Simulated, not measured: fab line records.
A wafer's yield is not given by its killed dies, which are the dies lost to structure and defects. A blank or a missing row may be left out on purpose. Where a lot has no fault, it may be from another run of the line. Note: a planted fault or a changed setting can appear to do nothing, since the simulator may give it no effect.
fab line records	flow berkeley_cmos170
record lots=15	wafers=45	last_day=12
route steps=331 shown V1@268 M2@274 M3@327
lots with no fault: from the same line, run without faults
start_h: the number of hours between the record's first day and the start of the first shown wafer of the lot	wait_h: time in hours since the lot's previous step	" the same as in the row above	L1.1+2: a row that stands for several wafers	- either no value or no given start	* or withheld: withheld	< > ~ a bound
route shown NAME@n: names a module that has steps shown in the file, with the first one's number in the route	usual: mean/standard deviation taken from wafers without a fault	same: alike in all rows	chamber/n: place in a boat	sites: per-site readings	_std_site: their standard deviation	_edge_site: mean of outer sites minus mean of inner sites	radius_mm: for every site, how far away it sits from the centre of the wafer	mask NAME#n: copy n	behind: the last tool/chamber to shape the wafer	hold: the reason the lot was held/the length of the hold in hours/how it ended	device: transistor that didn't switch, given as n, p or np	end of line: the route-end tests of the same wafers	where a step has no rows: the recipe by itself	killed: not the wafer's yield, but the dies lost to structure and defects at the first sort	map: shows each die of a wafer: x if killed, . if not, _ if none is there
set.NAME: the run value of the setting; set.NAME@STEP: its run value at that earlier step	model.NAME: the simulator's own value behind a step, which no gauge read
the route's steps for a sample of lots (tables are steps, rows are wafers)
services: the hour from which a tool's chamber was out of use, counted from the record's first day as start_h (under 0 if before that day), plus the number of hours and why
## steps
# step UCB170_V1_ETCH_14
# recipe chemistry=CHF3/CF4/Ar	target=SiO2	stop_on=Al	CHF3_flow_sccm=45	cf4_flow_sccm=15	Ar_flow_sccm=150	pressure_mtorr=200	rf_w=700	target_depth_a=12500	over_etch_frac=0.25	time_s=291
# usual CHF3_flow_sccm=45.01/0.13	cf4_flow_sccm=15.00/0.047	drypump_motor_current_A=5.9/0.4	oes_product_au=0.874/0.013	throttle_valve_pct=6.97/0.11
lot.wafer	tool	chamber	start_h	wait_h	CHF3_flow_sccm	cf4_flow_sccm	drypump_motor_current_A	oes_product_au	rf_hours_counter_h	throttle_valve_pct
L449.1	rie_diel-04	3	161.75	0.0	44.99	14.99	6.8	0.878	7	6.84
L449.5	"	1	"	"	45.09	14.91	6.1	0.883	-	6.84
L449.6	"	3	"	"	45.03	14.99	6.8	0.871	-	6.84
L452.2	rie_diel-01	2	173.13	0.0	44.77	14.94	5.6	0.873	149	7.03
L452.4	"	1	"	"	45.23	14.98	5.8	0.881	2	7.07
L452.6	"	1	"	"	45.15	14.99	5.8	0.875	-	7.06
L453.1	rie_diel-04	1	173.40	0.0	44.80	15.04	6.1	0.897	16	6.85
L453.3	"	2	"	"	45.30	15.00	5.8	0.859	140	6.83
L453.6	"	1	"	"	44.94	15.08	6.1	0.892	-	6.84
L454.1	rie_diel-02	3	183.24	0.0	45.29	15.04	5.9	0.861	118	7.04
L454.5	"	3	"	"	45.25	14.96	6.0	0.860	-	7.05
L454.6	"	1	"	"	44.99	14.96	5.8	0.864	-	6.99
L455.1	rie_diel-04	1	190.27	0.0	44.92	15.02	6.1	0.892	16	6.84
L455.2	"	3	"	"	44.97	14.95	6.8	0.874	9	6.85
L455.4	"	0	"	"	45.07	15.08	5.3	0.890	0	7.05
L457.1	rie_diel-04	2	194.87	0.0	45.02	15.00	5.8	0.865	141	6.84
L457.3	"	1	"	"	44.98	14.97	6.1	0.895	17	6.83
L457.4	"	0	"	"	45.08	14.97	5.3	0.892	1	7.07
L461.4	rie_diel-04	1	203.74	0.0	44.84	15.02	6.1	0.891	17	6.85
L461.5	"	3	"	"	45.25	14.96	6.8	0.883	-	6.85
L461.6	"	0	"	"	45.10	15.03	5.3	0.893	-	7.07
L459.2	rie_diel-02	3	205.81	0.0	44.93	15.06	6.0	0.863	120	7.03
L459.4	"	3	"	"	44.74	15.05	5.9	0.859	-	7.02
L459.6	"	1	"	"	44.92	14.95	5.9	0.861	-	6.98
L460.3	rie_diel-01	0	206.41	0.0	45.10	15.02	5.6	0.890	78	6.84
L460.4	"	1	"	"	44.98	15.07	5.7	0.872	-	7.07
L460.6	"	0	"	"	44.92	15.00	5.6	0.884	-	6.85
L466.1	rie_diel-02	2	234.92	0.0	45.12	15.03	5.5	0.899	2	7.05
L466.3	"	1	"	"	45.10	15.00	5.8	0.864	76	7.00
L466.6	"	1	"	"	45.03	14.97	5.9	0.863	-	7.00
L465.3	rie_diel-04	1	235.24	0.0	45.31	15.08	6.1	0.883	18	6.85
L465.4	"	3	"	"	45.06	15.07	6.8	0.875	-	6.85
L465.5	"	0	"	"	45.13	15.02	5.3	0.886	-	7.07
L470.3	rie_diel-04	3	258.47	0.0	44.86	15.02	6.8	0.868	12	6.86
L470.4	"	2	"	"	44.78	14.99	5.8	0.876	1	6.86
L470.5	"	2	"	"	44.85	14.94	5.8	0.889	-	6.83
L469.3	rie_diel-01	1	258.74	0.0	45.04	15.04	5.7	0.868	6	7.07
L469.4	"	0	"	"	44.91	15.02	5.5	0.886	80	6.84
L469.5	"	0	"	"	45.02	15.02	5.5	0.887	-	6.84
L468.3	rie_diel-02	1	258.89	0.0	45.00	15.05	5.8	0.864	77	7.01
L468.4	"	2	"	"	45.09	15.03	5.5	0.901	3	7.04
L468.6	"	3	"	"	45.04	14.98	6.0	0.863	-	7.05
L471.1	rie_diel-01	0	271.51	0.0	44.98	15.00	5.6	0.882	81	6.84
L471.2	"	3	"	"	44.82	15.08	6.1	0.860	126	7.13
L471.4	"	1	"	"	45.11	15.02	5.8	0.871	7	7.06
# step UCB170_M2_THK_MEAS_03
# recipe thk_meas_gauge=xrf	reads=Al_of_M2_SPUTTER_01
# usual M2_AL_THK=899/15
lot.wafer	tool	chamber	start_h	wait_h	M2_AL_THK[nm]
L449.1	film_metro-03	-	162.42	0.1	896
L449.5	"	-	"	"	900
L449.6	"	-	"	"	898
L452.2	film_metro-03	-	173.81	0.1	918
L452.4	"	-	"	"	911
L452.6	"	-	"	"	906
L453.1	film_metro-02	-	174.07	0.1	893
L453.3	"	-	"	"	888
L453.6	"	-	"	"	888
L454.1	film_metro-04	-	184.00	0.1	896
L454.5	"	-	"	"	901
L454.6	"	-	"	"	884
L455.1	film_metro-02	-	190.94	0.1	918
L455.2	"	-	"	"	909
L455.4	"	-	"	"	920
L457.1	film_metro-04	-	195.54	0.1	908
L457.3	"	-	"	"	904
L457.4	"	-	"	"	898
L461.4	film_metro-04	-	204.46	0.1	890
L461.5	"	-	"	"	901
L461.6	"	-	"	"	889
L459.2	film_metro-02	-	206.49	0.1	910
L459.4	"	-	"	"	922
L459.6	"	-	"	"	912
L460.3	film_metro-02	-	207.10	0.1	913
L460.4	"	-	"	"	910
L460.6	"	-	"	"	910
L466.1	film_metro-02	-	235.59	0.1	908
L466.3	"	-	"	"	916
L466.6	"	-	"	"	910
L465.3	film_metro-04	-	235.93	0.1	892
L465.4	"	-	"	"	867
L465.5	"	-	"	"	873
L470.3	film_metro-02	-	259.16	0.1	898
L470.4	"	-	"	"	897
L470.5	"	-	"	"	898
L469.3	film_metro-04	-	259.43	0.1	905
L469.4	"	-	"	"	905
L469.5	"	-	"	"	911
L468.3	film_metro-02	-	259.58	0.1	918
L468.4	"	-	"	"	931
L468.6	"	-	"	"	932
L471.1	film_metro-03	-	272.18	0.1	867
L471.2	"	-	"	"	874
L471.4	"	-	"	"	880
# step UCB170_M2_CD_MEAS_15
# recipe target_cd_nm=700
# usual cd_nm=700.2/1.6
lot.wafer	tool	chamber	start_h	wait_h	cd_nm
L449.1	cd_sem-01	-	164.99	-	701.6
L449.5	"	-	"	"	701.7
L449.6	"	-	"	"	699.2
L452.2	cd_sem-01	-	176.08	-	702.1
L452.4	"	-	"	"	701.6
L452.6	"	-	"	"	700.8
L453.1	cd_sem-02	-	176.33	-	699.1
L453.3	"	-	"	"	699.4
L453.6	"	-	"	"	698.4
L454.1	cd_sem-02	-	185.75	-	698.0
L454.5	"	-	"	"	699.0
L454.6	"	-	"	"	696.6
L455.1	cd_sem-01	-	193.17	-	700.0
L455.2	"	-	"	"	700.0
L455.4	"	-	"	"	699.5
L457.1	cd_sem-02	-	197.30	-	698.1
L457.3	"	-	"	"	696.6
L457.4	"	-	"	"	697.4
L461.4	cd_sem-02	-	206.55	-	700.1
L461.5	"	-	"	"	699.5
L461.6	"	-	"	"	699.6
L459.2	cd_sem-02	-	208.67	-	700.5
L459.4	"	-	"	"	700.4
L459.6	"	-	"	"	699.8
L460.3	cd_sem-01	-	208.96	-	701.7
L460.4	"	-	"	"	701.3
L460.6	"	-	"	"	701.4
L466.1	cd_sem-02	-	238.31	-	702.8
L466.3	"	-	"	"	702.1
L466.6	"	-	"	"	701.3
L465.3	cd_sem-02	-	238.92	-	698.9
L465.4	"	-	"	"	699.5
L465.5	"	-	"	"	697.6
L470.3	cd_sem-01	-	261.17	-	701.7
L470.4	"	-	"	"	700.9
L470.5	"	-	"	"	700.1
L469.3	cd_sem-02	-	261.37	-	701.6
L469.4	"	-	"	"	703.6
L469.5	"	-	"	"	702.2
L468.3	cd_sem-02	-	261.75	-	701.2
L468.4	"	-	"	"	701.6
L468.6	"	-	"	"	700.1
L471.1	cd_sem-02	-	274.71	-	700.9
L471.2	"	-	"	"	699.8
L471.4	"	-	"	"	700.1
# step UCB170_M3_METAL_ETCH_18
# recipe chemistry=Cl2/BCl3	target=Al	stop_on=SiO2	pressure_mtorr=12	target_depth_a=11700	over_etch_frac=0.3	time_s=195	icp_w=600	bias_w=120	Cl2_flow_sccm=90	bcl3_flow_sccm=45
# usual bcl3_flow_sccm=45.02/0.13	bias_w=120.0/0.35	drypump_motor_current_A=5.7/0.59	oes_product_au=0.874/0.014	throttle_valve_pct=24.67/0.088
lot.wafer	tool	chamber	start_h	wait_h	bcl3_flow_sccm	bias_w	drypump_motor_current_A	oes_product_au	rf_hours_counter_h	throttle_valve_pct
L449.1	rie_metal-04	1	170.14	-	45.08	119.9	5.8	0.889	11	24.73
L449.5	"	1	"	"	44.95	120.6	5.8	0.892	-	24.72
L449.6	"	0	"	"	44.88	120.2	6.7	0.871	-	24.82
L452.2	rie_metal-02	1	182.94	-	45.13	120.3	6.1	0.857	11	24.66
L452.4	"	1	"	"	45.06	119.6	6.2	0.859	-	24.68
L452.6	"	1	"	"	45.02	119.9	6.2	0.860	-	24.68
L453.1	rie_metal-02	1	186.73	-	44.90	120.1	6.2	0.856	11	24.69
L453.3	"	0	"	"	44.94	120.4	6.1	0.878	-	24.68
L453.6	"	0	"	"	44.88	120.3	6.1	0.870	-	24.69
L454.1	rie_metal-03	0	191.11	-	44.99	120.2	5.4	0.878	1	24.74
L454.5	"	0	"	"	44.87	120.6	5.4	0.868	-	24.74
L454.6	"	1	"	"	45.08	119.3	4.8	0.898	-	24.54
L455.1	rie_metal-02	0	199.47	-	44.96	119.5	6.0	0.883	1	24.68
L455.2	"	1	"	"	45.07	119.8	6.2	0.859	11	24.67
L455.4	"	0	"	"	44.99	119.9	6.1	0.890	-	24.68
L457.1	rie_metal-03	0	203.51	-	-	-	-	-	-	-
L457.3	"	0	"	"	-	-	-	-	-	-
L457.4	"	1	"	"	-	-	-	-	-	-
L461.4	rie_metal-02	1	211.98	-	-	-	-	-	-	-
L461.5	"	0	"	"	-	-	-	-	-	-
L461.6	"	1	"	"	-	-	-	-	-	-
L459.2	rie_metal-04	0	214.83	-	-	-	-	-	-	-
L459.4	"	1	"	"	-	-	-	-	-	-
L459.6	"	0	"	"	-	-	-	-	-	-
L460.3	rie_metal-03	1	214.90	-	45.06	119.5	4.8	0.873	-	24.56
L460.4	"	0	"	"	44.76	119.4	5.4	0.861	-	24.75
L460.6	"	1	"	"	45.16	119.8	4.8	0.884	-	24.55
L466.1	rie_metal-03	1	246.16	-	44.95	120.3	4.8	0.890	9	24.55
L466.3	"	1	"	"	45.23	119.6	4.8	0.911	-	24.53
L466.6	"	1	"	"	45.32	120.0	4.8	0.902	-	24.54
L465.3	rie_metal-03	0	246.69	-	44.68	119.8	5.4	0.856	-	24.74
L465.4	"	1	"	"	44.89	120.1	4.8	0.888	-	24.53
L465.5	"	0	"	"	44.83	119.6	5.4	0.865	-	24.75
L470.3	rie_metal-03	0	268.05	-	45.03	119.7	5.4	0.860	-	24.75
L470.4	"	1	"	"	44.90	120.4	4.8	0.890	-	24.54
L470.5	"	0	"	"	45.09	119.9	5.4	0.862	-	24.75
L469.3	rie_metal-04	0	268.08	-	45.10	120.2	6.7	0.868	-	24.82
L469.4	"	1	"	"	45.17	120.3	5.8	0.891	-	24.74
L469.5	"	0	"	"	45.13	120.4	6.7	0.873	-	24.83
L468.3	rie_metal-02	0	268.76	-	45.00	120.0	6.1	0.870	-	24.69
L468.4	"	0	"	"	44.84	120.0	6.1	0.879	-	24.67
L468.6	"	0	"	"	44.95	119.8	6.1	0.861	-	24.69
L471.1	rie_metal-02	1	282.28	-	44.87	119.4	6.2	0.889	0	24.43
L471.2	"	0	"	"	44.93	120.2	6.0	0.876	4	24.67
L471.4	"	1	"	"	44.84	119.7	6.2	0.884	-	24.44
# step UCB170_M3_STRIP_19
# recipe chemistry=O2	power_w=400	pressure_mtorr=3500	platen_temp_c=withheld	o2_flow_sccm=400	overash_fraction=0.5
# usual drypump_motor_current_A=5.9/0.46	oes_product_au=0.541/0.018
lot.wafer	tool	chamber	start_h	wait_h	drypump_motor_current_A	oes_product_au	rf_hours_counter_h
L449.1	plasma_asher-04	0	170.39	0.2	6.6	0.582	6
L449.5	"	0	"	"	6.6	0.584	-
L449.6	"	1	"	"	5.9	0.522	-
L452.2	plasma_asher-01	0	183.13	0.1	5.3	0.569	32
L452.4	"	0	"	"	5.3	0.569	-
L452.6	"	0	"	"	5.3	0.567	-
L453.1	plasma_asher-01	0	186.91	0.1	5.3	0.565	32
L453.3	"	0	"	"	5.3	0.520	-
L453.6	"	0	"	"	5.3	0.519	-
L454.1	plasma_asher-01	1	191.30	0.1	6.5	0.550	33
L454.5	"	0	"	"	5.3	0.560	-
L454.6	"	1	"	"	6.5	0.544	-
L455.1	plasma_asher-04	1	199.66	0.1	5.9	0.528	9
L455.2	"	0	"	"	6.6	0.565	9
L455.4	"	0	"	"	6.6	0.523	-
L457.1	plasma_asher-01	0	203.69	0.1	5.3	0.724	34
L457.3	"	1	"	"	6.6	0.725	-
L457.4	"	0	"	"	5.3	0.719	-
L461.4	plasma_asher-02	1	212.14	0.1	5.8	0.725	-
L461.5	"	1	"	"	5.8	0.731	-
L461.6	"	0	"	"	5.6	0.729	-
L459.2	plasma_asher-02	0	215.01	0.1	5.6	0.725	56
L459.4	"	0	"	"	5.6	0.720	-
L459.6	"	0	"	"	5.6	0.721	-
L460.3	plasma_asher-04	0	215.06	0.1	6.6	0.542	-
L460.4	"	1	"	"	5.9	0.563	-
L460.6	"	1	"	"	5.9	0.528	-
L466.1	plasma_asher-01	1	246.35	0.1	6.5	0.534	39
L466.3	"	1	"	"	6.5	0.537	-
L466.6	"	1	"	"	6.6	0.539	-
L465.3	plasma_asher-01	1	246.85	0.1	6.5	0.544	-
L465.4	"	0	"	"	5.3	0.531	-
L465.5	"	1	"	"	6.5	0.543	-
L470.3	plasma_asher-04	0	268.21	0.1	6.6	0.553	-
L470.4	"	1	"	"	5.9	0.533	-
L470.5	"	0	"	"	6.6	0.547	-
L469.3	plasma_asher-01	0	268.28	0.1	5.3	0.525	-
L469.4	"	1	"	"	6.5	0.572	-
L469.5	"	0	"	"	5.3	0.514	-
L468.3	plasma_asher-02	1	269.13	0.3	5.8	0.537	-
L468.4	"	0	"	"	5.7	0.532	-
L468.6	"	1	"	"	5.7	0.546	-
L471.1	plasma_asher-02	1	282.46	0.1	5.7	0.542	63
L471.2	"	0	"	"	5.7	0.546	63
L471.4	"	1	"	"	5.8	0.545	-
# step UCB170_M3_CD_MEAS_90
# recipe target_cd_nm=700
# usual cd_nm=700/3.5
lot.wafer	tool	chamber	start_h	wait_h	cd_nm
L449.1	cd_sem-01	-	170.49	0.1	703
L449.5	"	-	"	"	702
L449.6	"	-	"	"	694
L452.2	cd_sem-02	-	183.25	0.1	708
L452.4	"	-	"	"	709
L452.6	"	-	"	"	708
L453.1	cd_sem-01	-	187.01	0.1	706
L453.3	"	-	"	"	701
L453.6	"	-	"	"	703
L454.1	cd_sem-02	-	191.40	0.1	700
L454.5	"	-	"	"	700
L454.6	"	-	"	"	699
L455.1	cd_sem-01	-	199.76	0.1	702
L455.2	"	-	"	"	704
L455.4	"	-	"	"	703
L457.1	cd_sem-02	-	203.80	0.1	-
L457.3	"	-	"	"	-
L457.4	"	-	"	"	-
L461.4	cd_sem-01	-	212.26	0.1	-
L461.5	"	-	"	"	-
L461.6	"	-	"	"	-
L459.2	cd_sem-02	-	215.13	0.1	-
L459.4	"	-	"	"	-
L459.6	"	-	"	"	-
L460.3	cd_sem-01	-	215.17	0.1	698
L460.4	"	-	"	"	699
L460.6	"	-	"	"	696
L466.1	cd_sem-02	-	246.47	0.1	693
L466.3	"	-	"	"	695
L466.6	"	-	"	"	698
L465.3	cd_sem-02	-	246.95	0.1	699
L465.4	"	-	"	"	695
L465.5	"	-	"	"	699
L470.3	cd_sem-01	-	268.32	0.1	703
L470.4	"	-	"	"	697
L470.5	"	-	"	"	703
L469.3	cd_sem-02	-	268.49	0.2	701
L469.4	"	-	"	"	706
L469.5	"	-	"	"	699
L468.3	cd_sem-01	-	269.24	0.1	699
L468.4	"	-	"	"	700
L468.6	"	-	"	"	701
L471.1	cd_sem-01	-	282.56	0.1	704
L471.2	"	-	"	"	703
L471.4	"	-	"	"	707
## services
tool	chamber	start_h	hours	kind
plasma_asher-04	-	140.63	4.3	repair
rie_diel-04	0	151.13	-	clean
rie_diel-04	0	151.13	24.6	scheduled_down
rie_diel-04	0	151.13	24.6	vent_cycle
rie_metal-02	0	153.45	-	clean
rie_metal-02	0	153.45	14.3	scheduled_down
rie_metal-02	0	153.45	14.3	vent_cycle
plasma_asher-01	-	158.26	15.6	pm
rie_diel-01	0	160.23	2.5	repair
rie_diel-02	3	165.03	11.4	repair
rie_diel-02	0	179.02	21.5	repair
rie_metal-04	-	182.14	1.4	pm
rie_metal-03	0	182.68	4.3	repair
rie_diel-01	-	206.76	0.9	repair
rie_diel-01	-	210.06	2.8	pm
rie_diel-04	2	217.61	-	clean
rie_diel-04	2	217.61	21.5	scheduled_down
rie_diel-04	2	217.61	21.5	vent_cycle
rie_metal-02	-	220.74	0.1	repair
rie_metal-04	-	242.82	14.6	pm
rie_diel-01	0	252.06	3.4	repair
rie_metal-02	1	255.48	-	clean
rie_metal-02	1	255.48	14.1	scheduled_down
rie_diel-02	0	267.54	5.1	repair
## key
first_sign step=UCB170_M3_METAL_ETCH_18	reading=tool_record	direction=missing
effect step=UCB170_M3_STRIP_19	reading=oes_product_au	direction=up	sigmas=10	usual=0.541	struck=0.724
effect step=UCB170_M3_CD_MEAS_90	reading=cd_nm	direction=missing
met_at UCB170_M3_METAL_ETCH_18
struck_lots L457,L459,L461
later_rows_left_out L457.1,L457.3,L457.4,L459.2,L459.4,L459.6,L461.4,L461.5,L461.6
sort_left_out L457.1,L457.3,L457.4,L459.2,L459.4,L459.6,L461.4,L461.5,L461.6
not_acting_at UCB170_V1_ETCH_14,UCB170_M2_THK_MEAS_03,UCB170_M2_CD_MEAS_15
onset_between 199.47 203.51
fault kind=skipped_step_whole	tool=rie_metal-02,rie_metal-03,rie_metal-04	chamber=-	onset_h=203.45	steps=UCB170_M3_METAL_ETCH_18	scope=struck_lots_only
# sort_left_out: the simulated sort isn't trusted on such a fault, so these wafers' sort isn't shown, and their yield isn't known
# later_rows_left_out: the simulator's readings of these wafers behind a module that went badly wrong aren't trusted and aren't shown, but for the sort
